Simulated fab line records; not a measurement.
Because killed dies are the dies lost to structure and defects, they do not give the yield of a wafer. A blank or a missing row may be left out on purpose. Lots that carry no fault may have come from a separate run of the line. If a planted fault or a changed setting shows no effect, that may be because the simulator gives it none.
fab line records || flow berkeley-cmos170
record {"lots": 7, "wafers": 21, "last-day": 11}
route steps=331 shown FIELD@95 SACOX@97 SCREENOX@100 NVT@104
lots that met no fault: taken from a fault-free run of the same line
start-h: start of the lot's first displayed wafer, in hours after the record's first day || wait-h: hours since the lot's step before || " same as the row above || L1.1+2: a row that stands for several wafers || - value missing, or start not given || * or withheld: withheld || < > ~ a bound
route shown NAME@n: NAME is a module with steps in the file, n the number in the route of the first one || usual: mean and standard deviation over wafers with no fault || same: alike in all rows || chamber/n: place in a boat || sites: the reading at each site || _std_site: standard deviation across them || _edge_site: outer sites' mean less inner sites' || radius-mm: how far each site lies from the wafer's centre || mask NAME#n: copy n || behind: the most recent tool/chamber to have shaped the wafer || hold: cause of the lot's hold/its duration in hours/its outcome || device: names the non-switching transistor (n, p or np) || end of line: tests of these same wafers at the route's end || for a step that has no rows: nothing shown but its recipe || killed: at the first sort, the dies lost to defects and structure; wafer yield is something else || map: dies across one wafer; x = killed, . = not, _ = none there
set.NAME: the run value of the setting; set.NAME@STEP: its run value at that earlier step || model.NAME: the simulator's own value behind a step, which no gauge read
a table for each step, a row for each wafer; lots at some steps of the route
services: when a tool's chamber went out of use (start-h, in hours from the record's first day, below 0 if earlier), for how many hours, and the reason
## steps
# step UCB170_FIELD_WET_ETCH_06
# recipe {"chemistry": "BOE", "dilution": "5:1", "target": "SiO2", "temp-c": 25, "time-s": 22}
# step UCB170_FIELD_THK_MEAS_90
# recipe {"reads": "SiO2_of_FIELD_OXIDATION_01"}
# usual {"FIELD_OXIDE_LEFT_1_THK": "438/9.7"}
{"lot.wafer": "L508.3", "tool": "film-metro-04", "chamber": "-", "start-h": 94.42, "wait-h": 0.0, "FIELD_OXIDE_LEFT_1_THK[nm]": 450}
{"lot.wafer": "L508.4", "tool": "film-metro-04", "chamber": "-", "start-h": 94.42, "wait-h": 0.0, "FIELD_OXIDE_LEFT_1_THK[nm]": 450}
{"lot.wafer": "L508.5", "tool": "film-metro-04", "chamber": "-", "start-h": 94.42, "wait-h": 0.0, "FIELD_OXIDE_LEFT_1_THK[nm]": 438}
{"lot.wafer": "L516.2", "tool": "film-metro-02", "chamber": "-", "start-h": 136.01, "wait-h": 0.0, "FIELD_OXIDE_LEFT_1_THK[nm]": 425}
{"lot.wafer": "L516.4", "tool": "film-metro-02", "chamber": "-", "start-h": 136.01, "wait-h": 0.0, "FIELD_OXIDE_LEFT_1_THK[nm]": 431}
{"lot.wafer": "L516.6", "tool": "film-metro-02", "chamber": "-", "start-h": 136.01, "wait-h": 0.0, "FIELD_OXIDE_LEFT_1_THK[nm]": 436}
{"lot.wafer": "L515.3", "tool": "film-metro-04", "chamber": "-", "start-h": 136.02, "wait-h": 0.0, "FIELD_OXIDE_LEFT_1_THK[nm]": 444}
{"lot.wafer": "L515.4", "tool": "film-metro-04", "chamber": "-", "start-h": 136.02, "wait-h": 0.0, "FIELD_OXIDE_LEFT_1_THK[nm]": 441}
{"lot.wafer": "L515.5", "tool": "film-metro-04", "chamber": "-", "start-h": 136.02, "wait-h": 0.0, "FIELD_OXIDE_LEFT_1_THK[nm]": 455}
{"lot.wafer": "L517.1", "tool": "film-metro-04", "chamber": "-", "start-h": 146.21, "wait-h": 0.1, "FIELD_OXIDE_LEFT_1_THK[nm]": 442}
{"lot.wafer": "L517.2", "tool": "film-metro-04", "chamber": "-", "start-h": 146.21, "wait-h": 0.1, "FIELD_OXIDE_LEFT_1_THK[nm]": 440}
{"lot.wafer": "L517.5", "tool": "film-metro-04", "chamber": "-", "start-h": 146.21, "wait-h": 0.1, "FIELD_OXIDE_LEFT_1_THK[nm]": 435}
{"lot.wafer": "L522.3", "tool": "film-metro-04", "chamber": "-", "start-h": 160.45, "wait-h": 0.0, "FIELD_OXIDE_LEFT_1_THK[nm]": 432}
{"lot.wafer": "L522.5", "tool": "film-metro-04", "chamber": "-", "start-h": 160.45, "wait-h": 0.0, "FIELD_OXIDE_LEFT_1_THK[nm]": 416}
{"lot.wafer": "L522.6", "tool": "film-metro-04", "chamber": "-", "start-h": 160.45, "wait-h": 0.0, "FIELD_OXIDE_LEFT_1_THK[nm]": 426}
{"lot.wafer": "L524.2", "tool": "film-metro-02", "chamber": "-", "start-h": 172.87, "wait-h": 0.0, "FIELD_OXIDE_LEFT_1_THK[nm]": 429}
{"lot.wafer": "L524.3", "tool": "film-metro-02", "chamber": "-", "start-h": 172.87, "wait-h": 0.0, "FIELD_OXIDE_LEFT_1_THK[nm]": 435}
{"lot.wafer": "L524.6", "tool": "film-metro-02", "chamber": "-", "start-h": 172.87, "wait-h": 0.0, "FIELD_OXIDE_LEFT_1_THK[nm]": 438}
{"lot.wafer": "L525.1", "tool": "film-metro-04", "chamber": "-", "start-h": 180.86, "wait-h": 0.0, "FIELD_OXIDE_LEFT_1_THK[nm]": 440}
{"lot.wafer": "L525.4", "tool": "film-metro-04", "chamber": "-", "start-h": 180.86, "wait-h": 0.0, "FIELD_OXIDE_LEFT_1_THK[nm]": 442}
{"lot.wafer": "L525.6", "tool": "film-metro-04", "chamber": "-", "start-h": 180.86, "wait-h": 0.0, "FIELD_OXIDE_LEFT_1_THK[nm]": 437}
# step UCB170_SACOX_CLEAN_00
# recipe {"chemistry": "dHF", "dilution": "25:1", "time-s": 7.5}
# step UCB170_SACOX_OXIDATION_01
# recipe {"temp-c": 900, "ambient": "O2", "target-thk-a": 144, "ox-time-s": 2400}
# step UCB170_SACOX_THK_MEAS_02
# recipe {"reads": "SiO2_of_SACOX_OXIDATION_01"}
# usual {"SACOX_OXIDE_THK": "14.39/0.25"}
{"lot.wafer": "L508.3", "tool": "film-metro-04", "chamber": "-", "start-h": 98.37, "wait-h": 0.1, "SACOX_OXIDE_THK[nm]": 14.47}
{"lot.wafer": "L508.4", "tool": "film-metro-04", "chamber": "-", "start-h": 98.37, "wait-h": 0.1, "SACOX_OXIDE_THK[nm]": 14.41}
{"lot.wafer": "L508.5", "tool": "film-metro-04", "chamber": "-", "start-h": 98.37, "wait-h": 0.1, "SACOX_OXIDE_THK[nm]": 14.37}
{"lot.wafer": "L516.2", "tool": "film-metro-03", "chamber": "-", "start-h": 140.77, "wait-h": 0.0, "SACOX_OXIDE_THK[nm]": 14.45}
{"lot.wafer": "L516.4", "tool": "film-metro-03", "chamber": "-", "start-h": 140.77, "wait-h": 0.0, "SACOX_OXIDE_THK[nm]": 14.66}
{"lot.wafer": "L516.6", "tool": "film-metro-03", "chamber": "-", "start-h": 140.77, "wait-h": 0.0, "SACOX_OXIDE_THK[nm]": 14.81}
{"lot.wafer": "L515.3", "tool": "film-metro-02", "chamber": "-", "start-h": 140.78, "wait-h": 0.0, "SACOX_OXIDE_THK[nm]": 14.36}
{"lot.wafer": "L515.4", "tool": "film-metro-02", "chamber": "-", "start-h": 140.78, "wait-h": 0.0, "SACOX_OXIDE_THK[nm]": 14.42}
{"lot.wafer": "L515.5", "tool": "film-metro-02", "chamber": "-", "start-h": 140.78, "wait-h": 0.0, "SACOX_OXIDE_THK[nm]": 14.52}
{"lot.wafer": "L517.1", "tool": "film-metro-03", "chamber": "-", "start-h": 149.98, "wait-h": 0.0, "SACOX_OXIDE_THK[nm]": 14.88}
{"lot.wafer": "L517.2", "tool": "film-metro-03", "chamber": "-", "start-h": 149.98, "wait-h": 0.0, "SACOX_OXIDE_THK[nm]": 15.20}
{"lot.wafer": "L517.5", "tool": "film-metro-03", "chamber": "-", "start-h": 149.98, "wait-h": 0.0, "SACOX_OXIDE_THK[nm]": 14.86}
{"lot.wafer": "L522.3", "tool": "film-metro-02", "chamber": "-", "start-h": 165.64, "wait-h": 0.0, "SACOX_OXIDE_THK[nm]": 14.43}
{"lot.wafer": "L522.5", "tool": "film-metro-02", "chamber": "-", "start-h": 165.64, "wait-h": 0.0, "SACOX_OXIDE_THK[nm]": 14.29}
{"lot.wafer": "L522.6", "tool": "film-metro-02", "chamber": "-", "start-h": 165.64, "wait-h": 0.0, "SACOX_OXIDE_THK[nm]": 14.35}
{"lot.wafer": "L524.2", "tool": "film-metro-04", "chamber": "-", "start-h": 177.36, "wait-h": 0.0, "SACOX_OXIDE_THK[nm]": 14.61}
{"lot.wafer": "L524.3", "tool": "film-metro-04", "chamber": "-", "start-h": 177.36, "wait-h": 0.0, "SACOX_OXIDE_THK[nm]": 14.53}
{"lot.wafer": "L524.6", "tool": "film-metro-04", "chamber": "-", "start-h": 177.36, "wait-h": 0.0, "SACOX_OXIDE_THK[nm]": 14.38}
{"lot.wafer": "L525.1", "tool": "film-metro-03", "chamber": "-", "start-h": 186.13, "wait-h": 0.0, "SACOX_OXIDE_THK[nm]": 14.15}
{"lot.wafer": "L525.4", "tool": "film-metro-03", "chamber": "-", "start-h": 186.13, "wait-h": 0.0, "SACOX_OXIDE_THK[nm]": 14.10}
{"lot.wafer": "L525.6", "tool": "film-metro-03", "chamber": "-", "start-h": 186.13, "wait-h": 0.0, "SACOX_OXIDE_THK[nm]": 13.85}
# step UCB170_SCREENOX_WET_ETCH_00
# recipe {"chemistry": "dHF", "dilution": "25:1", "target": "SiO2", "temp-c": 25, "time-s": 200}
# step UCB170_SCREENOX_OXIDATION_01
# recipe {"temp-c": 900, "ambient": "O2", "target-thk-a": 144, "ox-time-s": 2400}
# step UCB170_SCREENOX_THK_MEAS_02
# recipe {"reads": "SiO2_of_SCREENOX_OXIDATION_01"}
# usual {"SCREENOX_OXIDE_THK": "14.41/0.27"}
{"lot.wafer": "L508.3", "tool": "film-metro-02", "chamber": "-", "start-h": 103.70, "wait-h": 0.0, "SCREENOX_OXIDE_THK[nm]": 14.23}
{"lot.wafer": "L508.4", "tool": "film-metro-02", "chamber": "-", "start-h": 103.70, "wait-h": 0.0, "SCREENOX_OXIDE_THK[nm]": 14.17}
{"lot.wafer": "L508.5", "tool": "film-metro-02", "chamber": "-", "start-h": 103.70, "wait-h": 0.0, "SCREENOX_OXIDE_THK[nm]": 14.32}
{"lot.wafer": "L516.2", "tool": "film-metro-03", "chamber": "-", "start-h": 145.32, "wait-h": 0.0, "SCREENOX_OXIDE_THK[nm]": 14.34}
{"lot.wafer": "L516.4", "tool": "film-metro-03", "chamber": "-", "start-h": 145.32, "wait-h": 0.0, "SCREENOX_OXIDE_THK[nm]": 14.50}
{"lot.wafer": "L516.6", "tool": "film-metro-03", "chamber": "-", "start-h": 145.32, "wait-h": 0.0, "SCREENOX_OXIDE_THK[nm]": 14.30}
{"lot.wafer": "L515.3", "tool": "film-metro-02", "chamber": "-", "start-h": 145.33, "wait-h": 0.0, "SCREENOX_OXIDE_THK[nm]": 14.61}
{"lot.wafer": "L515.4", "tool": "film-metro-02", "chamber": "-", "start-h": 145.33, "wait-h": 0.0, "SCREENOX_OXIDE_THK[nm]": 14.34}
{"lot.wafer": "L515.5", "tool": "film-metro-02", "chamber": "-", "start-h": 145.33, "wait-h": 0.0, "SCREENOX_OXIDE_THK[nm]": 14.83}
{"lot.wafer": "L517.1", "tool": "film-metro-03", "chamber": "-", "start-h": 153.85, "wait-h": 0.0, "SCREENOX_OXIDE_THK[nm]": 14.54}
{"lot.wafer": "L517.2", "tool": "film-metro-03", "chamber": "-", "start-h": 153.85, "wait-h": 0.0, "SCREENOX_OXIDE_THK[nm]": 14.64}
{"lot.wafer": "L517.5", "tool": "film-metro-03", "chamber": "-", "start-h": 153.85, "wait-h": 0.0, "SCREENOX_OXIDE_THK[nm]": 14.50}
{"lot.wafer": "L522.3", "tool": "film-metro-02", "chamber": "-", "start-h": 170.95, "wait-h": 0.0, "SCREENOX_OXIDE_THK[nm]": 14.35}
{"lot.wafer": "L522.5", "tool": "film-metro-02", "chamber": "-", "start-h": 170.95, "wait-h": 0.0, "SCREENOX_OXIDE_THK[nm]": 14.69}
{"lot.wafer": "L522.6", "tool": "film-metro-02", "chamber": "-", "start-h": 170.95, "wait-h": 0.0, "SCREENOX_OXIDE_THK[nm]": 14.43}
{"lot.wafer": "L524.2", "tool": "film-metro-02", "chamber": "-", "start-h": 181.78, "wait-h": 0.0, "SCREENOX_OXIDE_THK[nm]": 14.52}
{"lot.wafer": "L524.3", "tool": "film-metro-02", "chamber": "-", "start-h": 181.78, "wait-h": 0.0, "SCREENOX_OXIDE_THK[nm]": 14.59}
{"lot.wafer": "L524.6", "tool": "film-metro-02", "chamber": "-", "start-h": 181.78, "wait-h": 0.0, "SCREENOX_OXIDE_THK[nm]": 14.52}
{"lot.wafer": "L525.1", "tool": "film-metro-02", "chamber": "-", "start-h": 192.05, "wait-h": 0.0, "SCREENOX_OXIDE_THK[nm]": 14.28}
{"lot.wafer": "L525.4", "tool": "film-metro-02", "chamber": "-", "start-h": 192.05, "wait-h": 0.0, "SCREENOX_OXIDE_THK[nm]": 14.26}
{"lot.wafer": "L525.6", "tool": "film-metro-02", "chamber": "-", "start-h": 192.05, "wait-h": 0.0, "SCREENOX_OXIDE_THK[nm]": 14.38}
# step UCB170_SCREENOX_ANNEAL_03
# recipe {"temp-c": 900, "time-s": 900, "ambient": "N2"}
# step UCB170_NVT_HMDS_00
# recipe {"prime-time-s": 60, "prime-temp-c": 100}
# step UCB170_NVT_COAT_01
# recipe {"resist": "KrF", "spin-rpm": 1500, "resist-thk-nm": 900}
# step UCB170_NVT_SOFTBAKE_02
# recipe {"resist": "KrF", "temp-c": 130, "time-s": 60}
# step UCB170_NVT_EXPOSE_03
# recipe {"mask-id": "PWELL", "target-cd-nm": 3000, "na": 0.5, "sigma-outer": 0.6, "source-shape": "conventional", "dose-mj": 30}
# usual {"exposure-dose-mJ-cm2": "30.001/0.028", "focus-offset-nm": "-0.1/0.51"}
{"lot.wafer": "L508.3", "tool": "krf-scanner-01", "chamber": 0, "start-h": 106.55, "wait-h": 0.4, "mask": "PWELL#0", "exposure-dose-mJ-cm2": 30.019, "focus-offset-nm": -0.3}
{"lot.wafer": "L508.4", "tool": "krf-scanner-01", "chamber": 0, "start-h": 106.55, "wait-h": 0.4, "mask": "PWELL#0", "exposure-dose-mJ-cm2": 30.025, "focus-offset-nm": 0.2}
{"lot.wafer": "L508.5", "tool": "krf-scanner-01", "chamber": 0, "start-h": 106.55, "wait-h": 0.4, "mask": "PWELL#0", "exposure-dose-mJ-cm2": 30.031, "focus-offset-nm": -0.1}
{"lot.wafer": "L516.2", "tool": "krf-scanner-02", "chamber": "-", "start-h": 150.03, "wait-h": 0.2, "mask": "PWELL#0", "exposure-dose-mJ-cm2": "-", "focus-offset-nm": "-"}
{"lot.wafer": "L516.4", "tool": "krf-scanner-02", "chamber": "-", "start-h": 150.03, "wait-h": 0.2, "mask": "PWELL#0", "exposure-dose-mJ-cm2": "-", "focus-offset-nm": "-"}
{"lot.wafer": "L516.6", "tool": "krf-scanner-02", "chamber": "-", "start-h": 150.03, "wait-h": 0.2, "mask": "PWELL#0", "exposure-dose-mJ-cm2": "-", "focus-offset-nm": "-"}
{"lot.wafer": "L515.3", "tool": "krf-scanner-01", "chamber": "-", "start-h": 150.29, "wait-h": 0.5, "mask": "PWELL#0", "exposure-dose-mJ-cm2": "-", "focus-offset-nm": "-"}
{"lot.wafer": "L515.4", "tool": "krf-scanner-01", "chamber": "-", "start-h": 150.29, "wait-h": 0.5, "mask": "PWELL#0", "exposure-dose-mJ-cm2": "-", "focus-offset-nm": "-"}
{"lot.wafer": "L515.5", "tool": "krf-scanner-01", "chamber": "-", "start-h": 150.29, "wait-h": 0.5, "mask": "PWELL#0", "exposure-dose-mJ-cm2": "-", "focus-offset-nm": "-"}
{"lot.wafer": "L517.1", "tool": "krf-scanner-01", "chamber": "-", "start-h": 159.00, "wait-h": 0.2, "mask": "PWELL#0", "exposure-dose-mJ-cm2": "-", "focus-offset-nm": "-"}
{"lot.wafer": "L517.2", "tool": "krf-scanner-01", "chamber": "-", "start-h": 159.00, "wait-h": 0.2, "mask": "PWELL#0", "exposure-dose-mJ-cm2": "-", "focus-offset-nm": "-"}
{"lot.wafer": "L517.5", "tool": "krf-scanner-01", "chamber": "-", "start-h": 159.00, "wait-h": 0.2, "mask": "PWELL#0", "exposure-dose-mJ-cm2": "-", "focus-offset-nm": "-"}
{"lot.wafer": "L522.3", "tool": "krf-scanner-02", "chamber": 0, "start-h": 175.52, "wait-h": 0.2, "mask": "PWELL#0", "exposure-dose-mJ-cm2": 29.982, "focus-offset-nm": 0.3}
{"lot.wafer": "L522.5", "tool": "krf-scanner-02", "chamber": 0, "start-h": 175.52, "wait-h": 0.2, "mask": "PWELL#0", "exposure-dose-mJ-cm2": 29.993, "focus-offset-nm": 0.4}
{"lot.wafer": "L522.6", "tool": "krf-scanner-02", "chamber": 0, "start-h": 175.52, "wait-h": 0.2, "mask": "PWELL#0", "exposure-dose-mJ-cm2": 29.936, "focus-offset-nm": 0.4}
{"lot.wafer": "L524.2", "tool": "krf-scanner-01", "chamber": 0, "start-h": 186.72, "wait-h": 0.2, "mask": "PWELL#0", "exposure-dose-mJ-cm2": 29.990, "focus-offset-nm": 0.5}
{"lot.wafer": "L524.3", "tool": "krf-scanner-01", "chamber": 0, "start-h": 186.72, "wait-h": 0.2, "mask": "PWELL#0", "exposure-dose-mJ-cm2": 30.032, "focus-offset-nm": -0.3}
{"lot.wafer": "L524.6", "tool": "krf-scanner-01", "chamber": 0, "start-h": 186.72, "wait-h": 0.2, "mask": "PWELL#0", "exposure-dose-mJ-cm2": 29.978, "focus-offset-nm": 0.4}
{"lot.wafer": "L525.1", "tool": "krf-scanner-02", "chamber": 0, "start-h": 198.51, "wait-h": 0.3, "mask": "PWELL#0", "exposure-dose-mJ-cm2": 29.986, "focus-offset-nm": -0.1}
{"lot.wafer": "L525.4", "tool": "krf-scanner-02", "chamber": 0, "start-h": 198.51, "wait-h": 0.3, "mask": "PWELL#0", "exposure-dose-mJ-cm2": 29.943, "focus-offset-nm": 0.0}
{"lot.wafer": "L525.6", "tool": "krf-scanner-02", "chamber": 0, "start-h": 198.51, "wait-h": 0.3, "mask": "PWELL#0", "exposure-dose-mJ-cm2": 30.011, "focus-offset-nm": 0.0}
# step UCB170_NVT_PEB_04
# recipe {"peb-temp-c": 130, "peb-time-s": "withheld", "resist": "KrF"}
## services
{"tool": "krf-scanner-01", "chamber": "-", "start-h": 84.60, "hours": 9.2, "kind": "repair"}
{"tool": "krf-scanner-02", "chamber": "-", "start-h": 102.01, "hours": 1.3, "kind": "pm"}
{"tool": "krf-scanner-02", "chamber": "-", "start-h": 126.45, "hours": 0.8, "kind": "pm"}
{"tool": "krf-scanner-02", "chamber": "-", "start-h": 138.07, "hours": 2.1, "kind": "repair"}
{"tool": "krf-scanner-02", "chamber": "-", "start-h": 145.07, "hours": 0.1, "kind": "repair"}
{"tool": "krf-scanner-01", "chamber": 0, "start-h": 147.37, "hours": "-", "kind": "calibration"}
{"tool": "krf-scanner-02", "chamber": "-", "start-h": 153.15, "hours": 0.2, "kind": "repair"}
{"tool": "krf-scanner-01", "chamber": "-", "start-h": 160.39, "hours": 3.6, "kind": "pm"}
{"tool": "krf-scanner-02", "chamber": 0, "start-h": 164.74, "hours": "-", "kind": "calibration"}
{"tool": "krf-scanner-02", "chamber": "-", "start-h": 192.52, "hours": 2.4, "kind": "repair"}
{"tool": "krf-scanner-01", "chamber": "-", "start-h": 198.00, "hours": 1.0, "kind": "pm"}
## key
first-sign {"step": "UCB170_NVT_EXPOSE_03", "reading": "tool-record", "direction": "missing"}
effect none on later readings
met-at UCB170_NVT_EXPOSE_03
struck-wafers L515.3,L515.4,L515.5,L516.2,L516.4,L516.6,L517.1,L517.2,L517.5
sort-left-out L515.3,L515.4,L515.5,L516.2,L516.4,L516.6,L517.1,L517.2,L517.5
tester-left-out L515,L516,L517
onset-between 106.55 150.03
fault {"kind": "skipped-step-whole", "tool": "krf-scanner-01,krf-scanner-02", "chamber": "-", "onset-h": 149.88, "steps": "UCB170_NVT_EXPOSE_03", "scope": "struck-lots-only"}
# tester-left-out: of these lots the tester's yield and bins aren't shown, on N5 and GAA mostly nor the transistor test; their killed dies are dies lost to structure and defects alone, not to doping, threshold or leakage, so they don't give the yield
# sort-left-out: the simulated sort isn't trusted on such a fault, so these wafers' sort isn't shown, and their yield isn't known
